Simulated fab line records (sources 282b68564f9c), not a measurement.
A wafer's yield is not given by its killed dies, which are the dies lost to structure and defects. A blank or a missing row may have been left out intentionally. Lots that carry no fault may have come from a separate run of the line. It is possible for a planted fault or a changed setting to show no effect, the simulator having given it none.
Split-lot study + flow rit-cmos + on a route of 202 steps: 5 lots, 23 wafers read

== ABOUT THE SPLIT ==
At RIT_CONTACT_DEVELOP_07 (develop time 120 s), the setting develop-time-s was moved away from the recipe's 120 s on 8 of the 23 wafers read, by -11.5% to +15.0%. This setting was run at the recipe's value on the other wafers.

== FROM THE SPLIT TO THE READING: what the file shows between them, 4 steps ==
- RIT_CONTACT_CD_MEAS_08: target cd 1000 nm
- RIT_CONTACT_HARDBAKE_10: time 60 s
- RIT_CONTACT_ETCH_11: etches SiO2 in CHF3/CF4/Ar, stops on TiSi2, target depth 480 nm, time 320 s
- RIT_CONTACT_STRIP_12: strips in O2, time 180 s

== THE READING ==
cd-nm, in nm, at RIT_CONTACT_CD_MEAS_90 (target cd 1000 nm). Typical for fault-free wafers on this fab line: 999.4 nm, with standard deviation 2.3 nm.

| wafer  | tool, chamber at the split | develop-time-s as run, s | against the recipe | cd-nm, nm | against lot-mates on the recipe |
|--------|----------------------------|--------------------------|--------------------|-----------|---------------------------------|
| L074.1 | litho-track-01, 0          | 120                      | recipe             | 1003.3    | -                               |
| L074.2 | litho-track-01, 0          | 120                      | recipe             | 1002.8    | -                               |
| L074.3 | litho-track-01, 0          | 120                      | recipe             | 1001.7    | -                               |
| L074.4 | litho-track-01, 0          | 131.8                    | +9.8%              | 1008.9    | +6.3                            |
| L074.6 | litho-track-01, 0          | 131.8                    | +9.8%              | 1012.1    | +9.5                            |
| L077.1 | litho-track-04, 0          | 120                      | recipe             | 999.1     | -                               |
| L077.2 | litho-track-04, 0          | 120                      | recipe             | 997.8     | -                               |
| L077.4 | litho-track-04, 0          | 138                      | +15.0%             | 1008.4    | +10.1                           |
| L077.5 | litho-track-04, 0          | 120                      | recipe             | 997.9     | -                               |
| L077.6 | litho-track-04, 0          | 138                      | +15.0%             | 1008.8    | +10.5                           |
| L078.1 | litho-track-02, 0          | 120                      | recipe             | 1000.0    | -                               |
| L078.2 | litho-track-02, 0          | 120                      | recipe             | 998.5     | -                               |
| L078.6 | litho-track-02, 0          | 120                      | recipe             | 999.6     | -                               |
| L080.1 | litho-track-04, 0          | 120                      | recipe             | 999.6     | -                               |
| L080.2 | litho-track-04, 0          | 106.2                    | -11.5%             | 984.7     | -14.4                           |
| L080.3 | litho-track-04, 0          | 106.2                    | -11.5%             | 991.5     | -7.6                            |
| L080.4 | litho-track-04, 0          | 120                      | recipe             | 997.4     | -                               |
| L080.5 | litho-track-04, 0          | 120                      | recipe             | 1000.4    | -                               |
| L084.1 | litho-track-02, 0          | 106.9                    | -10.9%             | 988.9     | -9.4                            |
| L084.2 | litho-track-02, 0          | 120                      | recipe             | 999.3     | -                               |
| L084.3 | litho-track-02, 0          | 120                      | recipe             | 999.8     | -                               |
| L084.4 | litho-track-02, 0          | 120                      | recipe             | 995.7     | -                               |
| L084.6 | litho-track-02, 0          | 106.9                    | -10.9%             | 987.0     | -11.3                           |

THE FIT
A straight line over all 23 wafers: cd-nm changes by +0.877 nm for each +1% of develop-time-s; r = +0.93; the points scatter about the line by 2.6 nm.
The same after taking each lot's own level away (the mean of its wafers on the recipe; 23 wafers): +0.826 nm for each +1%; r = +0.96; scatter 1.7 nm.
The reading moves by 12 nm for the largest change in develop-time-s, on that fit.
The span of the lots' own levels, 998.27 to 1002.60 nm, comes to 1.9 times the standard deviation stated above.
The two slopes are in agreement: the lot-to-lot level therefore moves the slope only a little.
Check: +12.5 nm against its lot-mates is what the line predicts for one of the wafers moved furthest among these (+15.0%) when that wafer is left out of the fit. Against them it came out at +10.1 nm.

== ADDITIONAL SPLITS CARRIED BY THESE WAFERS ==
Before the reading, these wafers also passed through other splits. Each is held against what the fit with the lots' levels taken away leaves over:
| other split on the same wafers   | wafers away from the commonest value | r with cd-nm (lot level and that fit taken away) |
|----------------------------------|--------------------------------------|--------------------------------------------------|
| RIT_SPACER_CVD_03 pressure-mtorr | 15                                   | +0.11                                            |
| RIT_PSD_COAT_01 spin-rpm         | 9                                    | -0.02                                            |
| RIT_SDANNEAL_CLEAN_01 time-s     | 15                                   | -0.04                                            |
| RIT_SILICIDE_SPUTTER_01 time-s   | 7                                    | +0.04                                            |
| RIT_CONTACT_COAT_03 spin-rpm     | 9                                    | +0.53                                            |

== THE WHOLE CHAIN: every reading that the file lists as answering this split, in the file's order ==
| step                   | what it does                                                                | reading                                                        | change (the file's fit)               | r (the file's) |
|------------------------|-----------------------------------------------------------------------------|----------------------------------------------------------------|---------------------------------------|----------------|
| RIT_CONTACT_CD_MEAS_08 | target cd 1000 nm                                                           | cd-nm                                                          | +0.831 nm for each +1% of the setting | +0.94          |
| RIT_CONTACT_ETCH_11    | etches SiO2 in CHF3/CF4/Ar, stops on TiSi2, target depth 480 nm, time 320 s | CONTACT.cd-nm (the simulator's own value, which no gauge read) | +0.827 nm for each +1% of the setting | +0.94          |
| RIT_CONTACT_CD_MEAS_90 | target cd 1000 nm                                                           | cd-nm                                                          | +0.824 nm for each +1% of the setting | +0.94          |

== FILE'S OWN FIT ==
cd-nm changes by +0.824 nm for each +1% of develop-time-s, r = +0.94.
